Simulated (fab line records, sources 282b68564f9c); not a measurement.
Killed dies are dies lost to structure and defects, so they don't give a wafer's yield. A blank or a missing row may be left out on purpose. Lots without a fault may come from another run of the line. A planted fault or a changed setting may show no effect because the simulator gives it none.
Which tool did it? | flow rit_cmos | 7 lots, 21 wafers sampled, at 2 steps of a route of 202

WHAT THE GAUGES READ, wafer by wafer
RIT_GATE_CD_MEAS_90: target cd 150 nm.
lot  | measured    | on        | cd_nm (nm)
L523 | day 3 02:58 | cd_sem-01 | 144.9 145.0 143.9
L528 | day 4 02:37 | cd_sem-01 | 151.2 149.8 150.2
L530 | day 4 12:53 | cd_sem-01 | 152.0 153.7 151.7
L534 | day 5 08:37 | cd_sem-02 | 146.4 147.8 147.4
L536 | day 5 18:11 | cd_sem-02 | - - -
L541 | day 6 18:59 | cd_sem-02 | 147.2 148.7 149.5
L543 | day 7 08:10 | cd_sem-02 | 150.4 151.0 151.1

WHICH TOOL RAN EACH LOT (tool, then ch and the chambers of the sampled wafers, then the start)
lot  | RIT_GATE_ETCH_19
L523 | rie_si-02 ch 2,3, day 3 02:41
L528 | rie_si-01 ch 1,2, day 4 02:17
L530 | rie_si-01 ch 0,2,3, day 4 12:35
L534 | rie_si-01 ch 0,3, day 5 08:19
L536 | rie_si-01 ch 0,2, day 5 17:52
L541 | rie_si-02 ch 0,1, day 6 18:39
L543 | rie_si-02 ch 1,3, day 7 07:53
- RIT_GATE_ETCH_19: etches poly-Si in SF6/CHF3/O2, stops on SiO2, time 165 s, target depth 312.5 nm.

THE ANSWER, worked out from the rows above alone
Rule: what is usual is taken from the lots themselves. Put in order of their means at a reading, lots are off if they are a third of the lots or fewer, leave a main group of 4 or more, and stand apart from it by a gap of 3 or more times the standard deviation of the main group's means; of several such gaps the widest counts. A main group whose means are all the same, to the digits that the tables above print for the reading, isn't used. A lot without any number at a reading at which 4 lots or more have one is off too. The other lots that the step has rows for count as sound.
Off: L536, at RIT_GATE_CD_MEAS_90 (cd_nm). Without a number there: L536. The main group: mean 149.0 nm, standard deviation 2.6.
A tool fits if, at a process step before that reading, it ran every lot that is off, and no sound lot after the first of them. The gauges at RIT_GATE_CD_MEAS_90 are tried like those tools. One fits: rie_si-01 at RIT_GATE_ETCH_19. Its last sound lot is L534 (day 5 08:19), its first lot that is off L536 (day 5 17:52): a fault that began between those two fits.

WHAT THE SIMULATOR HAD PUT IN
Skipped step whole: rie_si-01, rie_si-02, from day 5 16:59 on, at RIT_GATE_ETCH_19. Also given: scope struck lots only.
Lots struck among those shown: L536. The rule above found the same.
